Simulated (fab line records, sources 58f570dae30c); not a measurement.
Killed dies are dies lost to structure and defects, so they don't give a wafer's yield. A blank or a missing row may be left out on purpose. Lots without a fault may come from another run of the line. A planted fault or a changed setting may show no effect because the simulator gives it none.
One fault seen from 2 desks | flow berkeley_cmos170 | each desk has only its own numbers; what lay behind them comes last

THE METROLOGY DESK
What the gauges read, lot by lot, whatever tool the lot ran on: means of the sampled wafers that have a number. A lot is out of limits, marked OUT, if its mean lies more than 4 standard deviations from the usual mean; the brackets give that distance.
Columns: A = cd_nm at UCB170_ACTIVE_CD_MEAS_90, usual 1200.1 nm
lot  | first seen here | A
L876 | day 4 11:56     | 1199.5
L878 | day 4 23:53     | 1201.0
L879 | day 4 23:56     | 1201.9
L880 | day 5 00:12     | 1199.6
L881 | day 5 11:47     | 1202.0
L883 | day 5 20:03     | 1201.3
L885 | day 6 13:56     | 1200.3
L884 | day 6 14:13     | 1200.0
L892 | day 7 23:16     | 1201.2
L891 | day 7 23:28     | 1200.9
L894 | day 8 02:19     | 1200.6
L895 | day 8 12:29     | 1200.7
L896 | day 8 12:47     | 1200.5
L898 | day 9 06:10     | 1201.1
L899 | day 9 06:26     | 1201.1
This desk's finding: nothing out of limits on any of the 15 lots.

THE TOOL OWNER'S DESK: implanter-04
The tool's own readings at UCB170_PFIELD_IMPLANT_07: means of the sampled wafers that have a number, for each lot that ran on this tool. A lot is out of limits, marked OUT, if its mean lies more than 4 standard deviations from the usual mean; the brackets give that distance.
Columns: A = dose_ions_cm2 at UCB170_PFIELD_IMPLANT_07, usual 2.0002e+13; B = faraday_current_uA at UCB170_PFIELD_IMPLANT_07, usual 63.5
lot  | first seen here | A                    | B
L878 | day 5 01:17     | 2.0034e+13           | 64.2
L883 | day 5 21:19     | 1.9996e+13           | 63.2
L885 | day 6 15:29     | 2.0023e+13           | 62.7
L884 | day 6 15:46     | 2.0013e+13           | 63.9
L892 | day 8 00:49     | 1.9995e+13           | 63.9
L891 | day 8 01:05     | 2.0014e+13           | 64.2
L894 | day 8 04:16     | 1.8794e+13 (-53) OUT | 59.6
L896 | day 8 17:01     | 1.8811e+13 (-52) OUT | 59.6
L895 | day 8 17:09     | 1.8830e+13 (-51) OUT | 58.3 (-4.3) OUT
This desk's finding: out of limits on L894, L895, L896; first on L894, day 8 04:16 (dose_ions_cm2 at UCB170_PFIELD_IMPLANT_07). In limits: L878, L883, L885, L884, L892, L891.

PUT TOGETHER
The tool owner's desk could have raised an alarm at day 8 04:16, on L894, L895, L896.
The metrology desk saw nothing out of limits.
The metrology desk has L894, L895, L896 on record, within its limits.
Of the lots named, all ran UCB170_PFIELD_IMPLANT_07 on implanter-04.

WHAT THE SIMULATOR HAD PUT IN
Process parameter drift: implanter-04, from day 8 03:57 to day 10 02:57, at UCB170_PFIELD_IMPLANT_07. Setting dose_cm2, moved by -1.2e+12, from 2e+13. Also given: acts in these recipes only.
Lots struck among those shown: L894, L895, L896.
Hours from the fault's start to each desk's first reading out of limits: the tool owner's desk, 0.
